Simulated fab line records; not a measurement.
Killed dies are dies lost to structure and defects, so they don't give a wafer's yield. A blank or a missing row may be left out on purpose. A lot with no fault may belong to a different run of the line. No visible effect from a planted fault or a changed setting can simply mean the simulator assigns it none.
Which of the tools did it? + flow rit cmos + Sampling: 13 lots, 39 wafers, 5 of 202 route steps

WHAT THE GAUGES SHOWED, per wafer
RIT_PLDD_OVL_MEAS_06.
| lot  | measured    | on         | PLDD_OVL (nm)  |
|------|-------------|------------|----------------|
| L791 | day 2 21:15 | overlay-01 | 0.8 1.0 2.5    |
| L792 | day 2 23:40 | overlay-01 | -0.5 -3.6 -0.2 |
| L793 | day 3 04:33 | overlay-01 | -1.9 -2.9 -1.3 |
| L794 | day 3 11:27 | overlay-01 | 1.0 3.4 0.6    |
| L795 | day 3 14:47 | overlay-01 | 0.7 -0.9 0.3   |
| L802 | day 5 03:34 | overlay-02 | 1.2 1.3 1.2    |
| L803 | day 5 08:16 | overlay-02 | 1.0 -0.5 -1.0  |
| L806 | day 5 22:33 | overlay-01 | -4.2 -2.8 -2.6 |
| L809 | day 6 15:34 | overlay-02 | 1.3 0.1 1.4    |
| L811 | day 6 23:01 | overlay-01 | -1.1 0.8 0.5   |
| L812 | day 7 04:07 | overlay-01 | 0.4 -0.8 -0.1  |
| L813 | day 7 11:57 | overlay-02 | -0.7 -1.0 -1.5 |
| L814 | day 7 20:04 | overlay-02 | 0.8 -0.1 2.3   |

RIT_CONTACT_OVL_MEAS_09.
| lot  | measured    | on         | CONTACT_OVL (nm) |
|------|-------------|------------|------------------|
| L791 | day 3 06:11 | overlay-01 | -0.9 -3.4 -1.2   |
| L792 | day 3 08:26 | overlay-01 | -0.2 0.9 -0.1    |
| L793 | day 3 13:30 | overlay-01 | 1.7 2.0 1.4      |
| L794 | day 3 20:13 | overlay-01 | -1.4 -2.1 -1.4   |
| L795 | day 3 23:41 | overlay-01 | -1.4 -1.4 0.2    |
| L802 | day 5 14:00 | overlay-01 | 76.7 76.5 75.5   |
| L803 | day 5 17:33 | overlay-01 | 76.3 74.5 72.2   |
| L806 | day 6 07:22 | overlay-01 | -0.9 0.9 0.4     |
| L809 | day 7 00:35 | overlay-01 | 0.7 0.7 0.9      |
| L811 | day 7 08:37 | overlay-01 | -0.8 -1.2 -1.2   |
| L812 | day 7 12:52 | overlay-02 | -1.0 -1.2 -2.2   |
| L813 | day 7 20:42 | overlay-02 | 0.0 0.6 1.3      |
| L814 | day 8 05:01 | overlay-01 | 0.6 -0.4 -1.1    |

RIT_M1_RS_MEAS_01: the measuring method here is four-point-probe.
| lot  | measured    | on            | M1_AL_RS (ohm/sq)    |
|------|-------------|---------------|----------------------|
| L791 | day 3 07:31 | film metro-04 | 0.0738 0.0744 0.0741 |
| L792 | day 3 09:55 | film metro-02 | 0.0748 0.0746 0.0746 |
| L793 | day 3 14:50 | film metro-04 | 0.0727 0.0736 0.0729 |
| L794 | day 3 21:34 | film metro-04 | 0.0726 0.0723 0.0729 |
| L795 | day 4 01:02 | film metro-02 | 0.0729 0.0731 0.0734 |
| L802 | day 5 15:20 | film metro-02 | 0.0733 0.0728 0.0735 |
| L803 | day 5 18:55 | film metro-03 | 0.0743 0.0741 0.0744 |
| L806 | day 6 08:45 | film metro-03 | 0.0721 0.0721 0.0730 |
| L809 | day 7 01:57 | film metro-02 | 0.0748 0.0747 0.0749 |
| L811 | day 7 10:10 | film metro-02 | 0.0740 0.0740 0.0737 |
| L812 | day 7 14:14 | film metro-02 | 0.0736 0.0723 0.0728 |
| L813 | day 7 22:09 | film metro-03 | 0.0745 0.0742 0.0745 |
| L814 | day 8 06:22 | film metro-03 | 0.0743 0.0740 0.0744 |

WHAT TOOL EACH LOT RAN ON (gives the tool, then ch and the chambers of the sampled wafers, and finally the start)
| lot  | RIT_SILICIDE_RTA_06             | RIT_CONTACT_EXPOSE_05              |
|------|---------------------------------|------------------------------------|
| L791 | rtp anneal-01 ch 0, day 3 04:56 | iline stepper-02 ch 0, day 3 05:34 |
| L792 | rtp anneal-02 ch 0, day 3 07:04 | iline stepper-01 ch 0, day 3 07:50 |
| L793 | rtp anneal-01 ch 0, day 3 12:14 | iline stepper-01 ch 0, day 3 12:52 |
| L794 | rtp anneal-02 ch 0, day 3 18:50 | iline stepper-01 ch 0, day 3 19:33 |
| L795 | rtp anneal-01 ch 0, day 3 22:23 | iline stepper-01 ch 0, day 3 23:02 |
| L802 | rtp anneal-02 ch 0, day 5 12:36 | iline stepper-02 ch 0, day 5 13:22 |
| L803 | rtp anneal-01 ch 0, day 5 16:13 | iline stepper-02 ch 0, day 5 16:55 |
| L806 | rtp anneal-02 ch 0, day 6 05:59 | iline stepper-01 ch 0, day 6 06:44 |
| L809 | rtp anneal-01 ch 0, day 6 23:13 | iline stepper-01 ch 0, day 6 23:58 |
| L811 | rtp anneal-01 ch 0, day 7 07:12 | iline stepper-01 ch 0, day 7 07:58 |
| L812 | rtp anneal-02 ch 0, day 7 11:36 | iline stepper-01 ch 0, day 7 12:15 |
| L813 | rtp anneal-01 ch 0, day 7 19:25 | iline stepper-01 ch 0, day 7 20:04 |
| L814 | rtp anneal-02 ch 0, day 8 03:46 | iline stepper-01 ch 0, day 8 04:24 |
- RIT_SILICIDE_RTA_06: time 10 s, ramp up 5 s, ramp down 10 s.
- RIT_CONTACT_EXPOSE_05: exposes mask M11, target cd 1000 nm.

AS READ BY THE TOOLS THEMSELVES (means over the sampled wafers that have a number; for cases with no such wafer, the mark the record gives instead)
RIT_SILICIDE_RTA_06.
| lot  | tool          | wafer_temp_C_max |
|------|---------------|------------------|
| L791 | rtp anneal-01 | 754.5            |
| L792 | rtp anneal-02 | 753.3            |
| L793 | rtp anneal-01 | 753.6            |
| L794 | rtp anneal-02 | 754.1            |
| L795 | rtp anneal-01 | 754.1            |
| L802 | rtp anneal-02 | 752.8            |
| L803 | rtp anneal-01 | 754.0            |
| L806 | rtp anneal-02 | 753.2            |
| L809 | rtp anneal-01 | 753.9            |
| L811 | rtp anneal-01 | 753.5            |
| L812 | rtp anneal-02 | 752.9            |
| L813 | rtp anneal-01 | 754.6            |
| L814 | rtp anneal-02 | 753.7            |

THE ANSWER, worked out from the rows above alone
Rule: the usual values come from the lots themselves. The widest of any qualifying gaps counts: lots, ordered by their means at a reading, are off when they make up no more than a third of the lots, leave a main group of 4 or more, and stand apart from it by 3 or more times the standard deviation of that group's means. A main group is skipped when, at the precision printed for the reading in the tables above, its means are all equal. Also off: a lot with no number at a reading for which 4 or more lots have one. Any other lot the step has rows for is counted as sound. After the gauges, taken in route order, come the tools' own readings; for these a lot's mean is taken, as printed above. The first step at which some lot is off is used, and at that step the reading that is off furthest; a lot without a number counts as furthest.
Off: L802, L803, at RIT_CONTACT_OVL_MEAS_09 (CONTACT_OVL). The main group has a mean of -0.3 nm with a standard deviation of 1.1.
A tool fits if, at a process step before that reading, it ran every lot that is off, and no sound lot after the first of them. Those tools and the gauges at RIT_CONTACT_OVL_MEAS_09 are tried in the same way. One fits: RIT_CONTACT_EXPOSE_05 on iline stepper-02. Its last sound lot is L791 (day 3 05:34), its first lot that is off L802 (day 5 13:22): a fault that began between those two fits.

WHAT THE SIMULATOR HAD PUT IN
Scanner matching overlay: iline stepper-02, from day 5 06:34 on, at RIT_CONTACT_EXPOSE_05. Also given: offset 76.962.
Lots struck among those shown: L802, L803. The rule given above showed the same thing.
